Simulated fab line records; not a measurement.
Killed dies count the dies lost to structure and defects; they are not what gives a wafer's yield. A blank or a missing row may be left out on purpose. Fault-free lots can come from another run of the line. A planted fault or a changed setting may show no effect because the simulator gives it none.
Which tool was responsible? / flow rit cmos / 45 wafers from 15 lots sampled at 3 of the route's 202 steps

WHAT THE GAUGES READ, wafer by wafer
RIT_NLDD_TW_MEAS_10. Usual: NLDD_TW gives 2497 (standard deviation 17).
lot=L151; measured=day 3 02:00; on=film metro-04; NLDD_TW=2487 2484 2481; flag=
lot=L152; measured=day 3 02:16; on=film metro-01; NLDD_TW=2524 2527 2514; flag=
lot=L153; measured=day 3 15:37; on=film metro-04; NLDD_TW=2493 2491 2495; flag=
lot=L154; measured=day 3 15:51; on=film metro-03; NLDD_TW=2491 2485 2487; flag=
lot=L155; measured=day 4 01:50; on=film metro-03; NLDD_TW=2506 2491 2489; flag=
lot=L157; measured=day 4 14:06; on=film metro-03; NLDD_TW=2500 2501 2496; flag=
lot=L158; measured=day 4 16:31; on=film metro-03; NLDD_TW=2506 2494 2508; flag=
lot=L160; measured=day 4 21:52; on=film metro-01; NLDD_TW=2528 2514 2512; flag=
lot=L164; measured=day 5 16:00; on=film metro-03; NLDD_TW=2234 2242 2251; flag=OFF
lot=L165; measured=day 5 18:54; on=film metro-03; NLDD_TW=2251 2244 2247; flag=OFF
lot=L166; measured=day 6 01:38; on=film metro-03; NLDD_TW=2263 2268 2269; flag=OFF
lot=L168; measured=day 6 11:01; on=film metro-03; NLDD_TW=2504 2500 2494; flag=
lot=L170; measured=day 6 21:31; on=film metro-03; NLDD_TW=2493 2509 2493; flag=
lot=L173; measured=day 7 17:04; on=film metro-01; NLDD_TW=2523 2511 2529; flag=
lot=L174; measured=day 7 20:54; on=film metro-01; NLDD_TW=2519 2524 2496; flag=

RIT_SDANNEAL_RS_MEAS_07: measurement is done with a four-point probe. Usual: NLDD_RS gives 151.6 ohm/sq (standard deviation 0.58).
lot=L151; measured=day 3 10:02; on=film metro-04; NLDD_RS (ohm/sq)=151.6 152.3 151.9; flag=
lot=L152; measured=day 3 11:05; on=film metro-01; NLDD_RS (ohm/sq)=151.4 151.6 151.0; flag=
lot=L153; measured=day 3 23:40; on=film metro-04; NLDD_RS (ohm/sq)=150.9 150.9 150.4; flag=
lot=L154; measured=day 4 01:28; on=film metro-01; NLDD_RS (ohm/sq)=152.3 151.9 152.5; flag=
lot=L155; measured=day 4 09:52; on=film metro-01; NLDD_RS (ohm/sq)=151.6 151.7 151.6; flag=
lot=L157; measured=day 4 22:53; on=film metro-04; NLDD_RS (ohm/sq)=150.8 151.6 151.5; flag=
lot=L158; measured=day 5 01:13; on=film metro-03; NLDD_RS (ohm/sq)=152.8 153.4 152.6; flag=
lot=L160; measured=day 5 06:08; on=film metro-04; NLDD_RS (ohm/sq)=152.3 151.9 152.0; flag=
lot=L164; measured=day 6 00:53; on=film metro-01; NLDD_RS (ohm/sq)=143.1 143.3 143.0; flag=OFF
lot=L165; measured=day 6 02:44; on=film metro-01; NLDD_RS (ohm/sq)=142.4 142.8 142.5; flag=OFF
lot=L166; measured=day 6 09:25; on=film metro-01; NLDD_RS (ohm/sq)=142.3 142.0 142.2; flag=OFF
lot=L168; measured=day 6 19:02; on=film metro-03; NLDD_RS (ohm/sq)=152.3 152.4 152.9; flag=
lot=L170; measured=day 7 11:41; on=film metro-01; NLDD_RS (ohm/sq)=151.6 151.7 151.7; flag=
lot=L173; measured=day 8 01:25; on=film metro-03; NLDD_RS (ohm/sq)=151.2 151.1 151.2; flag=
lot=L174; measured=day 8 06:23; on=film metro-01; NLDD_RS (ohm/sq)=151.9 151.8 151.8; flag=

TOOL THAT RAN EACH LOT (tool first, then ch and the chambers of the sampled wafers, then the start)
lot=L151; RIT_NLDD_IMPLANT_08=implanter-01 ch 0, day 3 01:41
lot=L152; RIT_NLDD_IMPLANT_08=implanter-04 ch 0, day 3 01:56
lot=L153; RIT_NLDD_IMPLANT_08=implanter-04 ch 0, day 3 15:17
lot=L154; RIT_NLDD_IMPLANT_08=implanter-02 ch 0, day 3 15:32
lot=L155; RIT_NLDD_IMPLANT_08=implanter-01 ch 0, day 4 01:31
lot=L157; RIT_NLDD_IMPLANT_08=implanter-01 ch 0, day 4 13:47
lot=L158; RIT_NLDD_IMPLANT_08=implanter-01 ch 0, day 4 16:11
lot=L160; RIT_NLDD_IMPLANT_08=implanter-01 ch 0, day 4 21:32
lot=L164; RIT_NLDD_IMPLANT_08=implanter-01 ch 0, day 5 15:41
lot=L165; RIT_NLDD_IMPLANT_08=implanter-01 ch 0, day 5 18:36
lot=L166; RIT_NLDD_IMPLANT_08=implanter-01 ch 0, day 6 01:19
lot=L168; RIT_NLDD_IMPLANT_08=implanter-04 ch 0, day 6 10:42
lot=L170; RIT_NLDD_IMPLANT_08=implanter-04 ch 0, day 6 21:11
lot=L173; RIT_NLDD_IMPLANT_08=implanter-02 ch 0, day 7 16:46
lot=L174; RIT_NLDD_IMPLANT_08=implanter-02 ch 0, day 7 20:35
- RIT_NLDD_IMPLANT_08

AS READ BY THE TOOLS THEMSELVES (means over the sampled wafers that have a number; for cases with no such wafer, the mark the record gives instead)
RIT_NLDD_IMPLANT_08. Usual: dose ions cm2 4.999e+14, standard deviation 5e+11; tilt deg 7.001 degrees, standard deviation 0.021.
lot=L151; tool=implanter-01; dose ions cm2=4.998e+14; tilt deg (degrees)=6.980; flag=
lot=L152; tool=implanter-04; dose ions cm2=5.002e+14; tilt deg (degrees)=7.013; flag=
lot=L153; tool=implanter-04; dose ions cm2=5.002e+14; tilt deg (degrees)=7.004; flag=
lot=L154; tool=implanter-02; dose ions cm2=4.997e+14; tilt deg (degrees)=7.027; flag=
lot=L155; tool=implanter-01; dose ions cm2=4.993e+14; tilt deg (degrees)=6.982; flag=
lot=L157; tool=implanter-01; dose ions cm2=5.002e+14; tilt deg (degrees)=6.972; flag=
lot=L158; tool=implanter-01; dose ions cm2=4.996e+14; tilt deg (degrees)=7.034; flag=
lot=L160; tool=implanter-01; dose ions cm2=5.002e+14; tilt deg (degrees)=7.012; flag=
lot=L164; tool=implanter-01; dose ions cm2=5.005e+14; tilt deg (degrees)=-0.000; flag=OFF
lot=L165; tool=implanter-01; dose ions cm2=5.004e+14; tilt deg (degrees)=0.018; flag=OFF
lot=L166; tool=implanter-01; dose ions cm2=5.006e+14; tilt deg (degrees)=-0.003; flag=OFF
lot=L168; tool=implanter-04; dose ions cm2=4.998e+14; tilt deg (degrees)=7.024; flag=
lot=L170; tool=implanter-04; dose ions cm2=4.993e+14; tilt deg (degrees)=7.004; flag=
lot=L173; tool=implanter-02; dose ions cm2=5.005e+14; tilt deg (degrees)=6.991; flag=
lot=L174; tool=implanter-02; dose ions cm2=4.996e+14; tilt deg (degrees)=6.975; flag=

THE ANSWER, worked out from the rows above alone
Rule: lot off if the mean of its wafers having a number is beyond 3 standard deviations from the usual mean. Also off: a lot with no number at a reading for which 4 or more lots have one. All remaining lots with rows at the step are treated as sound. After the gauges, taken in route order, come the tools' own readings; for these a lot's mean is taken, as printed above. At the first step where some lot is off, the reading lying furthest off is the one used; lots without a number count as furthest.
Off: at RIT_NLDD_TW_MEAS_10 (NLDD_TW), L164, L165, L166.
If a tool, at a process step before that reading, ran all the lots that are off and no sound lot after the first of them, it fits. The gauges at RIT_NLDD_TW_MEAS_10 aren't tried: what is off there is off at RIT_SDANNEAL_RS_MEAS_07 too, on other tools, and a gauge's error can't cause that. One fits: implanter-01 at RIT_NLDD_IMPLANT_08. Its last sound lot is L160 (day 4 21:32), its first lot that is off L164 (day 5 15:41): a fault that began between those two fits.
The tool's own readings at RIT_NLDD_IMPLANT_08 bear it out: on the lots that are off they differ by more than 5 times the standard deviation of the sound lots' means. tilt deg reads 0.005 degrees there against 7.002 degrees on the sound lots.

WHAT THE SIMULATOR PUT IN
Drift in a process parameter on implanter-01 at RIT_NLDD_IMPLANT_08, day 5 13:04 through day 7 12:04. A move of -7 in setting tilt deg, from 7. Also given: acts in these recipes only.
Struck lots among those shown: L164, L165, L166. Same finding as the rule above.
